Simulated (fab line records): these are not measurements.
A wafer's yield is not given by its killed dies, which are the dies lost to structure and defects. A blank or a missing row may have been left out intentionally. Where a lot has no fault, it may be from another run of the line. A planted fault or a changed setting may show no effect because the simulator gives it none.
fab line records	flow rit_cmos
[record] lots = 14	wafers = 42	last_day = 7
route steps=202 shown PWELL@49 PRETRO@74 NSD@140 PSD@152 M1@194
lots that met no fault: taken from a fault-free run of the same line
start_h: start of the lot's first displayed wafer, in hours after the record's first day	wait_h: how many hours have passed since the lot's step before this one	" identical to the entry in the row above	L1.1+2: one row covering several wafers at once	- either no value or no given start	* or withheld: withheld	< > ~ a bound
route shown NAME@n: names a module that has steps shown in the file, with the first one's number in the route	usual: the fault-free wafers' mean and standard deviation	same: alike in all rows	chamber/n: place in a boat	sites: readings site by site	_std_site: standard deviation of those values	_edge_site: the outer-site mean with the inner-site mean subtracted	radius_mm: for every site, how far away it sits from the centre of the wafer	mask NAME#n: copy n	behind: the most recent tool/chamber to have shaped the wafer	hold: why the lot went on hold/how many hours it stayed there/how the hold came to an end	device: whichever transistor did not switch (one of n, p or np)	end of line: at the end of the route, the tests of the same wafers	where a step has no rows: the recipe by itself	killed: at the first sort, the dies lost to defects and structure; wafer yield is something else	map: the dies of a wafer, with x for killed, . for not killed, _ for no die there
set.NAME: the setting that was run; set.NAME@STEP: the one run at that earlier step	model.NAME: the simulator's own value behind a step, which no gauge read
the route's steps for a sample of lots (tables are steps, rows are wafers)
services: a tool's chamber out of use, with start hour (start_h, from the record's first day; less than 0 if before it), hours out, and reason
[[steps]]
[step RIT_PWELL_TW_MEAS_10]
[usual] PWELL_TW = 944/5.5
lot.wafer	tool	chamber	start_h	wait_h	PWELL_TW
L578.1	film_metro-03	-	25.69	0.1	944
L578.3	"	-	"	"	941
L578.4	"	-	"	"	948
L580.1	film_metro-03	-	34.06	0.1	940
L580.2	"	-	"	"	947
L580.5	"	-	"	"	943
L582.1	film_metro-03	-	44.94	0.1	939
L582.2	"	-	"	"	945
L582.4	"	-	"	"	939
L584.1	film_metro-03	-	54.21	0.1	935
L584.3	"	-	"	"	935
L584.6	"	-	"	"	937
L585.2	film_metro-03	-	59.33	0.1	941
L585.4	"	-	"	"	941
L585.6	"	-	"	"	941
L586.2	film_metro-03	-	63.65	0.1	940
L586.3	"	-	"	"	934
L586.6	"	-	"	"	938
L589.1	film_metro-03	-	78.37	0.1	941
L589.3	"	-	"	"	939
L589.6	"	-	"	"	941
L590.1	film_metro-03	-	85.64	0.1	943
L590.2	"	-	"	"	939
L590.6	"	-	"	"	942
L591.2	film_metro-04	-	90.26	0.1	955
L591.4	"	-	"	"	947
L591.6	"	-	"	"	950
L596.2	film_metro-04	-	114.92	0.1	948
L596.4	"	-	"	"	955
L596.6	"	-	"	"	948
L597.2	film_metro-04	-	122.68	0.1	944
L597.4	"	-	"	"	947
L597.6	"	-	"	"	948
L598.3	film_metro-04	-	125.66	0.1	951
L598.4	"	-	"	"	951
L598.5	"	-	"	"	948
L599.2	film_metro-01	-	128.24	0.1	946
L599.3	"	-	"	"	952
L599.4	"	-	"	"	950
L600.1	film_metro-03	-	135.72	0.1	940
L600.5	"	-	"	"	936
L600.6	"	-	"	"	941
[step RIT_PRETRO_TW_MEAS_10]
[usual] PRETRO_TW = 475/4.8
lot.wafer	tool	chamber	start_h	wait_h	PRETRO_TW
L578.1	film_metro-02	-	34.35	0.1	478
L578.3	"	-	"	"	478
L578.4	"	-	"	"	475
L580.1	film_metro-02	-	42.58	0.1	478
L580.2	"	-	"	"	477
L580.5	"	-	"	"	478
L582.1	film_metro-01	-	53.51	0.1	473
L582.2	"	-	"	"	471
L582.4	"	-	"	"	470
L584.1	film_metro-01	-	63.72	0.1	470
L584.3	"	-	"	"	470
L584.6	"	-	"	"	470
L585.2	film_metro-03	-	67.88	0.1	469
L585.4	"	-	"	"	468
L585.6	"	-	"	"	468
L586.2	film_metro-02	-	72.67	0.1	481
L586.3	"	-	"	"	478
L586.6	"	-	"	"	479
L589.1	film_metro-02	-	88.22	0.1	478
L589.3	"	-	"	"	477
L589.6	"	-	"	"	479
L590.1	film_metro-02	-	94.31	0.1	476
L590.2	"	-	"	"	479
L590.6	"	-	"	"	475
L591.2	film_metro-01	-	99.57	0.1	472
L591.4	"	-	"	"	474
L591.6	"	-	"	"	471
L596.2	film_metro-03	-	123.72	0.1	470
L596.4	"	-	"	"	469
L596.6	"	-	"	"	470
L597.2	film_metro-02	-	131.23	0.1	479
L597.4	"	-	"	"	481
L597.6	"	-	"	"	482
L598.3	film_metro-02	-	135.80	0.1	480
L598.4	"	-	"	"	479
L598.5	"	-	"	"	480
L599.2	film_metro-02	-	137.50	0.1	479
L599.3	"	-	"	"	479
L599.4	"	-	"	"	479
L600.1	film_metro-02	-	145.12	0.1	483
L600.5	"	-	"	"	480
L600.6	"	-	"	"	485
[step RIT_NSD_STRIP_09]
[recipe] chemistry = O2	time_s = 180	resist = NOVOLAK	platen_temp_c = withheld	power_w = 500	pressure_mtorr = 4000	o2_flow_sccm = 4000
[usual] chamber_pressure_mTorr = 4000/3.8	drypump_motor_current_A = 5.8/0.34	o2_flow_sccm = 3997/14
lot.wafer	tool	chamber	start_h	wait_h	chamber_pressure_mTorr	drypump_motor_current_A	o2_flow_sccm	rf_hours_counter_h
L578.1	plasma_asher-02	1	51.02	0.1	4002	5.7	4001	27
L578.3	"	1	"	"	4004	5.7	4007	-
L578.4	"	0	"	"	4001	6.3	4006	-
L580.1	plasma_asher-03	1	59.03	0.1	3992	5.6	4006	43
L580.2	"	0	"	"	3998	5.3	4006	43
L580.5	"	0	"	"	4004	5.3	4014	-
L582.1	plasma_asher-04	1	72.56	0.1	3993	5.7	3979	42
L582.2	"	0	"	"	3996	6.0	4002	42
L582.4	"	1	"	"	4000	5.7	4004	-
L584.1	plasma_asher-02	1	81.22	0.1	4002	5.7	4010	30
L584.3	"	1	"	"	3998	5.7	4025	-
L584.6	"	1	"	"	4000	5.7	4028	-
L585.2	plasma_asher-02	0	83.73	0.1	3994	6.3	4005	31
L585.4	"	0	"	"	3996	6.2	4001	-
L585.6	"	1	"	"	4005	5.7	4027	-
L586.2	plasma_asher-02	0	91.46	0.1	4007	6.2	3992	31
L586.3	"	1	"	"	4002	5.6	3994	-
L586.6	"	1	"	"	4003	5.7	4010	-
L589.1	plasma_asher-03	0	106.73	0.1	-	-	-	-
L589.3	"	0	"	"	-	-	-	-
L589.6	"	0	"	"	-	-	-	-
L590.1	plasma_asher-04	1	114.06	0.1	-	-	-	-
L590.2	"	0	"	"	-	-	-	-
L590.6	"	0	"	"	-	-	-	-
L591.2	plasma_asher-02	0	115.97	0.1	3999	6.3	3998	34
L591.4	"	0	"	"	4003	6.2	3986	-
L591.6	"	1	"	"	4005	5.7	3960	-
L596.2	plasma_asher-02	0	143.59	0.1	4004	6.3	4001	37
L596.4	"	1	"	"	3998	5.6	3980	-
L596.6	"	1	"	"	3998	5.6	3987	-
L597.2	plasma_asher-03	0	151.56	0.1	3998	5.3	3980	52
L597.4	"	0	"	"	3998	5.3	3997	-
L597.6	"	0	"	"	4002	5.3	3979	-
L598.3	plasma_asher-03	1	157.22	0.1	4006	5.6	4001	-
L598.4	"	0	"	"	3999	5.3	4020	-
L598.5	"	1	"	"	3997	5.6	4016	-
L599.2	plasma_asher-03	1	158.78	0.1	3997	5.6	3999	53
L599.3	"	0	"	"	4002	5.3	3957	-
L599.4	"	1	"	"	4005	5.6	3982	-
L600.1	plasma_asher-02	1	167.03	0.1	4000	5.7	3992	39
L600.5	"	1	"	"	4006	5.7	4006	-
L600.6	"	0	"	"	3999	6.3	4006	-
[step RIT_PSD_TW_MEAS_10]
[usual] PSD_TW = 3434/23
lot.wafer	tool	chamber	start_h	wait_h	PSD_TW
L578.1	film_metro-02	-	52.61	0.1	3460
L578.3	"	-	"	"	3467
L578.4	"	-	"	"	3466
L580.1	film_metro-04	-	60.63	0.1	3445
L580.2	"	-	"	"	3437
L580.5	"	-	"	"	3434
L582.1	film_metro-01	-	74.28	0.1	3418
L582.2	"	-	"	"	3425
L582.4	"	-	"	"	3433
L584.1	film_metro-04	-	82.81	0.1	3435
L584.3	"	-	"	"	3418
L584.6	"	-	"	"	3413
L585.2	film_metro-04	-	85.80	0.1	3443
L585.4	"	-	"	"	3427
L585.6	"	-	"	"	3417
L586.2	film_metro-04	-	93.19	0.1	3414
L586.3	"	-	"	"	3418
L586.6	"	-	"	"	3411
L589.1	film_metro-02	-	108.45	0.1	30
L589.3	"	-	"	"	30
L589.6	"	-	"	"	30
L590.1	film_metro-02	-	115.66	0.1	30
L590.2	"	-	"	"	30
L590.6	"	-	"	"	30
L591.2	film_metro-02	-	117.58	0.1	3456
L591.4	"	-	"	"	3454
L591.6	"	-	"	"	3458
L596.2	film_metro-04	-	145.32	0.1	3436
L596.4	"	-	"	"	3418
L596.6	"	-	"	"	3420
L597.2	film_metro-01	-	153.16	0.1	3404
L597.4	"	-	"	"	3406
L597.6	"	-	"	"	3398
L598.3	film_metro-01	-	158.91	0.1	3403
L598.4	"	-	"	"	3418
L598.5	"	-	"	"	3405
L599.2	film_metro-02	-	160.38	0.1	3464
L599.3	"	-	"	"	3463
L599.4	"	-	"	"	3466
L600.1	film_metro-01	-	168.75	0.1	3387
L600.5	"	-	"	"	3384
L600.6	"	-	"	"	3396
[step RIT_M1_OVL_MEAS_10]
[usual] M1_OVL = -1.2/1.4
lot.wafer	tool	chamber	start_h	wait_h	M1_OVL[nm]
L578.1	overlay-01	-	58.08	0.1	-2.4
L578.3	"	-	"	"	-1.2
L578.4	"	-	"	"	-0.2
L580.1	overlay-02	-	66.12	0.1	-1.0
L580.2	"	-	"	"	2.2
L580.5	"	-	"	"	-2.0
L582.1	overlay-02	-	79.58	0.1	-2.3
L582.2	"	-	"	"	-0.9
L582.4	"	-	"	"	-1.7
L584.1	overlay-02	-	88.27	0.1	-2.9
L584.3	"	-	"	"	-1.9
L584.6	"	-	"	"	-2.1
L585.2	overlay-01	-	91.14	0.1	-3.1
L585.4	"	-	"	"	-1.5
L585.6	"	-	"	"	-0.8
L586.2	overlay-01	-	98.79	0.1	-3.0
L586.3	"	-	"	"	-1.2
L586.6	"	-	"	"	-1.9
L589.1	overlay-01	-	113.80	0.1	0.9
L589.3	"	-	"	"	0.6
L589.6	"	-	"	"	-0.3
L590.1	overlay-01	-	120.89	0.1	-2.5
L590.2	"	-	"	"	-0.6
L590.6	"	-	"	"	-1.2
L591.2	overlay-02	-	123.17	0.1	-3.2
L591.4	"	-	"	"	-2.8
L591.6	"	-	"	"	-2.5
L596.2	overlay-02	-	150.68	0.1	1.0
L596.4	"	-	"	"	0.7
L596.6	"	-	"	"	0.6
L597.2	overlay-02	-	158.48	0.1	0.8
L597.4	"	-	"	"	1.7
L597.6	"	-	"	"	0.3
L598.3	overlay-01	-	164.09	0.1	-0.8
L598.4	"	-	"	"	0.0
L598.5	"	-	"	"	-0.3
L599.2	overlay-01	-	165.56	0.1	-1.7
L599.3	"	-	"	"	-0.7
L599.4	"	-	"	"	-2.9
L600.1	overlay-02	-	174.05	0.1	-2.2
L600.5	"	-	"	"	-2.1
L600.6	"	-	"	"	0.0
[[services]]
tool	chamber	start_h	hours	kind
plasma_asher-02	-	32.06	0.5	repair
[[key]]
[first_sign] step = RIT_NSD_STRIP_09	reading = tool_record	direction = missing
[effect] step = RIT_PSD_TW_MEAS_10	reading = PSD_TW	direction = down	sigmas = 99+	usual = 3434	struck = 30
met_at RIT_NSD_STRIP_09
struck_lots L589,L590
sort_left_out L589.1,L589.3,L589.6,L590.1,L590.2,L590.6
tester_left_out L589,L590
not_acting_at RIT_PWELL_TW_MEAS_10,RIT_PRETRO_TW_MEAS_10,RIT_M1_OVL_MEAS_10
onset_between 72.56 106.73
[fault] kind = skipped_step_whole	tool = plasma_asher-03,plasma_asher-04	chamber = -	onset_h = 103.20	steps = RIT_NSD_STRIP_09	scope = struck_lots_only
// tester_left_out: of these lots the tester's yield and bins aren't shown, on N5 and GAA mostly nor the transistor test; their killed dies are dies lost to structure and defects alone, not to doping, threshold or leakage, so they don't give the yield
// sort_left_out: the simulated sort isn't trusted on such a fault, so these wafers' sort isn't shown, and their yield isn't known
